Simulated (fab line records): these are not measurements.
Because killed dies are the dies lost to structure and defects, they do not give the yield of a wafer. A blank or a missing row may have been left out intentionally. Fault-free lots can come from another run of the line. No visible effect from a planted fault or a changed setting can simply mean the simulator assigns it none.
A struck lot beside a sound one + flow berkeley_cmos170 + 23 out of 331 route steps
Sound: these wafers, L345.1, L345.4, L345.5. Wafers struck: L350.2, L350.3, L350.4. At the end, the cause is stated.
For every step that has rows: the tool of each side, followed by ch and its chambers, followed by its first start. Under that, the readings that differ: sound wafers + struck wafers + difference of the means + sigmas: that difference in standard deviations of wafers without a fault.
alike: readings with means less than 2 such deviations apart, plus words and numbers identical on both sides. not compared: withheld readings, readings lacking a value on some wafer, bounds such as >300 that could conceal the same value, and numbers that have no deviation in the record and whose values overlap.
Wherever a step has rows on one side only, a row that says differs or no value, or a row with sigmas, the two part there. Numbers that don't overlap but have no deviation are shown without sigmas and don't part them. A reading that every wafer of one side lacks parts them only if that side has two wafers or more.

UCB170_SILICIDE_RTA_04: time 15 s.
  sound on rtp_anneal-01 ch 0, day 7 22:20; struck on rtp_anneal-02 ch 0, day 8 06:33
  alike: lamp_power_pct, wafer_temp_C_max
then, 3 steps without rows for these wafers: UCB170_SILICIDE_WET_ETCH_05 (etches Ti in SPM, time 45 s); UCB170_CONTACT_CLEAN_00 (cleans in SPM, time 600 s); UCB170_CONTACT_CVD_01 (deposits PSG from SiH4/O2/PH3, target thk 700 nm, time 2820 s).
UCB170_CONTACT_THK_MEAS_02:
  sound on film_metro-04 at day 8 00:24; struck on film_metro-03 at day 8 09:32
  alike: CONTACT_PSG_THK
then, 3 steps without rows for these wafers: UCB170_CONTACT_HMDS_03 (prime time 60 s); UCB170_CONTACT_COAT_04 (resist thk 900 nm); UCB170_CONTACT_SOFTBAKE_05 (time 60 s).
UCB170_CONTACT_STRIP_06: strips in O2.
  sound on plasma_asher-02 ch 0, day 8 00:55; struck on plasma_asher-01 ch 0,1, day 8 10:46
  alike: drypump_motor_current_A, oes_product_au, strip_time_to_endpoint_s
  not compared: rf_hours_counter_h
then, 1 step without rows for these wafers: UCB170_CONTACT_CLEAN_07 (cleans in SPM, time 600 s).
UCB170_CONTACT_RTA_08: time 10 s.
  sound on rtp_anneal-01 ch 0, day 8 01:11; struck on rtp_anneal-01 ch 0, day 8 11:03
  alike: lamp_power_pct, wafer_temp_C_max
following that, these wafers have no rows for 1 step: UCB170_CONTACT_COAT_09.
UCB170_CONTACT_COAT_10: resist thk 900 nm.
  sound on litho_track-02 ch 0, day 8 01:00; struck on litho_track-02 ch 0, day 8 11:00
| reading                                  | sound                | struck               | difference | sigmas      |
|------------------------------------------|----------------------|----------------------|------------|-------------|
| spin_speed_rpm (rpm)                     | 1499.1 1499.2 1497.5 | 1361.1 1360.9 1361.9 | -137.3     | -99 or more |
| model.KrF_of_CONTACT_COAT_10.thk_nm (nm) | 903.2 900.5 900.3    | 943.8 942.8 945.8    | +42.8      |             |
then, 4 steps without rows for these wafers: UCB170_CONTACT_SOFTBAKE_11 (time 60 s); UCB170_CONTACT_EXPOSE_12 (exposes mask CONT, target cd 700 nm); UCB170_CONTACT_PEB_13; UCB170_CONTACT_DEVELOP_14 (develop time 45 s).
UCB170_CONTACT_CD_MEAS_15: the cd target is 700 nm.
  sound on cd_sem-01 at day 8 02:19; struck on cd_sem-02 at day 8 13:17
| reading    | sound             | struck            | difference | sigmas |
|------------|-------------------|-------------------|------------|--------|
| cd_nm (nm) | 701.4 700.5 702.0 | 698.3 697.0 696.1 | -4.2       | -3     |
UCB170_CONTACT_OVL_MEAS_16:
  sound on overlay-02 at day 8 02:26; struck on overlay-01 at day 8 13:24
  alike: CONTACT_OVL
UCB170_CONTACT_ETCH_17: etches BARC in N2/H2.
  sound on rie_diel-03 ch 2,3, day 8 02:29; struck on rie_diel-01 ch 0,1,2, day 8 13:26
  alike: drypump_motor_current_A, oes_product_au, throttle_valve_pct
UCB170_CONTACT_ETCH_18: etches PSG in CHF3/CF4/Ar, stops on TiSi2, target depth 840 nm, time 195 s.
  sound on rie_diel-03 ch 2,3; struck on rie_diel-01 ch 0,1,2
| reading                                  | sound             | struck            | difference | sigmas |
|------------------------------------------|-------------------|-------------------|------------|--------|
| model.KrF_of_CONTACT_COAT_10.thk_nm (nm) | 697.4 692.4 693.6 | 730.9 733.2 738.4 | +39.7      |        |
  alike: drypump_motor_current_A, mfc_ar_sccm, oes_product_au, throttle_valve_pct
  not compared: rf_hours_counter_h
UCB170_CONTACT_STRIP_19: strips in O2.
  sound on plasma_asher-03 ch 0, day 8 02:39; struck on plasma_asher-01 ch 0,1, day 8 13:35
| reading                     | sound       | struck      | difference | sigmas |
|-----------------------------|-------------|-------------|------------|--------|
| drypump_motor_current_A (A) | 5.1 5.1 5.1 | 6.2 5.9 6.1 | +1.0       | +2     |
  alike: oes_product_au
  not compared: rf_hours_counter_h
UCB170_M3_PROBE_99:
  record: rows for the struck wafers here (prober-01, day 9 09:40), none for the sound ones

WHERE THEY PART
At UCB170_CONTACT_COAT_10 first; at UCB170_M3_PROBE_99 last (within this record only).

WHY: what the simulator had put in
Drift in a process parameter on litho_track-02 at UCB170_CONTACT_COAT_10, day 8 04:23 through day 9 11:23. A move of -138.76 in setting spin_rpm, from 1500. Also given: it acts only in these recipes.
